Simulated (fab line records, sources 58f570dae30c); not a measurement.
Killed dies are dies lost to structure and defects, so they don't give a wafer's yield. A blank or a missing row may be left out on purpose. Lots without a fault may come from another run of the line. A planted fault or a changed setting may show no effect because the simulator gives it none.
Which tool did it? | flow berkeley_cmos170 | 13 lots, 39 wafers sampled, at 4 steps of a route of 331

WHAT THE GAUGES READ, wafer by wafer
UCB170_V1_BOW_MEAS_03.
lot  | measured     | on            | V1_BOW (um)
L484 | day 8 09:26  | film_metro-02 | 11 18 8
L483 | day 8 14:39  | film_metro-04 | 19 38 15
L486 | day 9 12:02  | film_metro-04 | 28 28 23
L489 | day 9 13:22  | film_metro-04 | 11 12 16
L488 | day 9 13:20  | film_metro-01 | 18 19 9
L491 | day 10 11:20 | film_metro-01 | 14 26 17
L493 | day 10 10:04 | film_metro-02 | 11 16 19
L495 | day 10 15:11 | film_metro-02 | 20 17 15
L490 | day 10 13:53 | film_metro-02 | 12 7 11
L494 | day 10 15:10 | film_metro-01 | 23 19 4
L497 | day 11 09:57 | film_metro-02 | 17 -1 22
L506 | day 14 00:38 | film_metro-01 | 11 18 28
L505 | day 14 01:57 | film_metro-04 | 18 17 12

UCB170_V2_THK_MEAS_01.
lot  | measured     | on            | V2_TEOS_THK (nm)
L484 | day 8 15:30  | film_metro-03 | 2002 1995 1989
L483 | day 8 21:51  | film_metro-03 | 2023 2032 2051
L486 | day 9 16:38  | film_metro-01 | 1992 1970 1994
L489 | day 9 18:48  | film_metro-04 | 2031 1992 2012
L488 | day 9 18:56  | film_metro-03 | 1979 2011 2015
L491 | day 10 18:21 | film_metro-01 | 2012 1961 2023
L493 | day 10 17:49 | film_metro-01 | 1979 1974 2029
L495 | day 10 20:48 | film_metro-04 | 1987 2044 1990
L490 | day 10 20:30 | film_metro-03 | 1999 2041 1987
L494 | day 10 20:50 | film_metro-03 | 2013 2059 2044
L497 | day 11 16:22 | film_metro-01 | 1986 2049 1990
L506 | day 14 05:31 | film_metro-01 | 2005 2012 2028
L505 | day 14 07:50 | film_metro-04 | 1999 2013 1973

WHICH TOOL RAN EACH LOT (tool, then ch and the chambers of the sampled wafers, then the start)
lot  | UCB170_SDANNEAL_RTA_00           | UCB170_M1_ETCH_11
L484 | rtp_anneal-02 ch 0, day 8 00:24  | rie_diel-02 ch 0,3, day 8 07:10
L483 | rtp_anneal-01 ch 0, day 8 00:38  | rie_diel-01 ch 1,3, day 8 07:29
L486 | rtp_anneal-01 ch 0, day 9 01:17  | rie_diel-02 ch 0,1, day 9 09:46
L489 | rtp_anneal-02 ch 0, day 9 01:28  | rie_diel-04 ch 0,1,3, day 9 10:44
L488 | rtp_anneal-01 ch 0, day 9 01:37  | rie_diel-02 ch 0,2,3, day 9 10:59
L491 | rtp_anneal-02 ch 0, day 9 20:02  | rie_diel-01 ch 0,2, day 10 08:31
L493 | rtp_anneal-01 ch 0, day 9 20:05  | rie_diel-01 ch 2,3, day 10 07:44
L495 | rtp_anneal-02 ch 0, day 9 20:14  | rie_diel-02 ch 1,3, day 10 12:05
L490 | rtp_anneal-01 ch 0, day 9 20:30  | rie_diel-01 ch 0,2, day 10 11:34
L494 | rtp_anneal-02 ch 0, day 9 20:44  | rie_diel-04 ch 2,3, day 10 11:48
L497 | rtp_anneal-01 ch 0, day 10 23:41 | rie_diel-01 ch 0,1,2, day 11 07:13
L506 | rtp_anneal-02 ch 0, day 13 13:47 | rie_diel-02 ch 1,2, day 13 22:22
L505 | rtp_anneal-01 ch 0, day 13 14:01 | rie_diel-04 ch 0,2,3, day 13 22:39
- UCB170_SDANNEAL_RTA_00: time 10 s.
- UCB170_M1_ETCH_11: etches BARC in N2/H2.

WHAT THE TOOLS THEMSELVES READ (means of the sampled wafers that have a number; where no wafer has one, the mark that the record gives instead)
UCB170_SDANNEAL_RTA_00.
lot  | tool          | lamp_power_pct (%) | wafer_temp_C_max
L484 | rtp_anneal-02 | 26.9               | 903.7
L483 | rtp_anneal-01 | 22.5               | 904.2
L486 | rtp_anneal-01 | 22.5               | 903.6
L489 | rtp_anneal-02 | 26.9               | 903.8
L488 | rtp_anneal-01 | 22.5               | 903.5
L491 | rtp_anneal-02 | 26.9               | 903.8
L493 | rtp_anneal-01 | 22.5               | 903.2
L495 | rtp_anneal-02 | 26.9               | 902.9
L490 | rtp_anneal-01 | 22.5               | 904.0
L494 | rtp_anneal-02 | 26.9               | 903.5
L497 | rtp_anneal-01 | 22.5               | 905.0
L506 | rtp_anneal-02 | 26.9               | 904.0
L505 | rtp_anneal-01 | 22.6               | 903.2

UCB170_M1_ETCH_11.
lot  | tool        | chamber_pressure_mTorr (mTorr) | drypump_motor_current_A (A) | oes_product_au (a.u.) | throttle_valve_pct (%)
L484 | rie_diel-02 | 30.019                         | 5.7                         | 0.983                 | 13.10
L483 | rie_diel-01 | 29.996                         | 6.6                         | 0.993                 | 13.29
L486 | rie_diel-02 | 30.010                         | 5.4                         | 0.990                 | 13.27
L489 | rie_diel-04 | 30.017                         | 6.1                         | 1.023                 | 13.27
L488 | rie_diel-02 | 30.016                         | 5.6                         | 1.010                 | 13.22
L491 | rie_diel-01 | 29.993                         | 5.0                         | 1.012                 | 13.27
L493 | rie_diel-01 | 29.957                         | 6.0                         | 1.001                 | 13.27
L495 | rie_diel-02 | 29.998                         | 5.4                         | 1.002                 | 13.35
L490 | rie_diel-01 | 30.009                         | 5.1                         | 1.016                 | 13.26
L494 | rie_diel-04 | 29.991                         | 5.5                         | 1.011                 | 13.17
L497 | rie_diel-01 | 35.005                         | 5.6                         | 0.988                 | 13.26
L506 | rie_diel-02 | 29.995                         | 5.3                         | 0.995                 | 13.48
L505 | rie_diel-04 | 30.042                         | 5.7                         | 1.012                 | 13.19

THE ANSWER, worked out from the rows above alone
Rule: what is usual is taken from the lots themselves. Put in order of their means at a reading, lots are off if they are a third of the lots or fewer, leave a main group of 4 or more, and stand apart from it by a gap of 3 or more times the standard deviation of the main group's means; of several such gaps the widest counts. A main group whose means are all the same, to the digits that the tables above print for the reading, isn't used. A lot without any number at a reading at which 4 lots or more have one is off too. The other lots that the step has rows for count as sound. The gauges are gone through in route order, then the tools' own readings, and for those a lot's mean is taken as printed above. The first step at which some lot is off is used, and at that step the reading that is off furthest; a lot without a number counts as furthest.
Off: L497, at UCB170_M1_ETCH_11 (chamber_pressure_mTorr). The main group: mean 30.004 mTorr, standard deviation 0.02.
A tool fits if, at that step or a process step before it, it ran every lot that is off, and no sound lot after the first of them. One fits: rie_diel-01 at UCB170_M1_ETCH_11. Its last sound lot is L490 (day 10 11:34), its first lot that is off L497 (day 11 07:13): a fault that began between those two fits.
The tool's own readings at UCB170_M1_ETCH_11 bear it out: on the lots that are off they differ by more than 5 times the standard deviation of the sound lots' means. chamber_pressure_mTorr reads 35.005 mTorr there against 30.004 mTorr on the sound lots.

WHAT THE SIMULATOR HAD PUT IN
Process parameter drift: rie_diel-01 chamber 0, from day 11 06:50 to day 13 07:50, at UCB170_M1_ETCH_11. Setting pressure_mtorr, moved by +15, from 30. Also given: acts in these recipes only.
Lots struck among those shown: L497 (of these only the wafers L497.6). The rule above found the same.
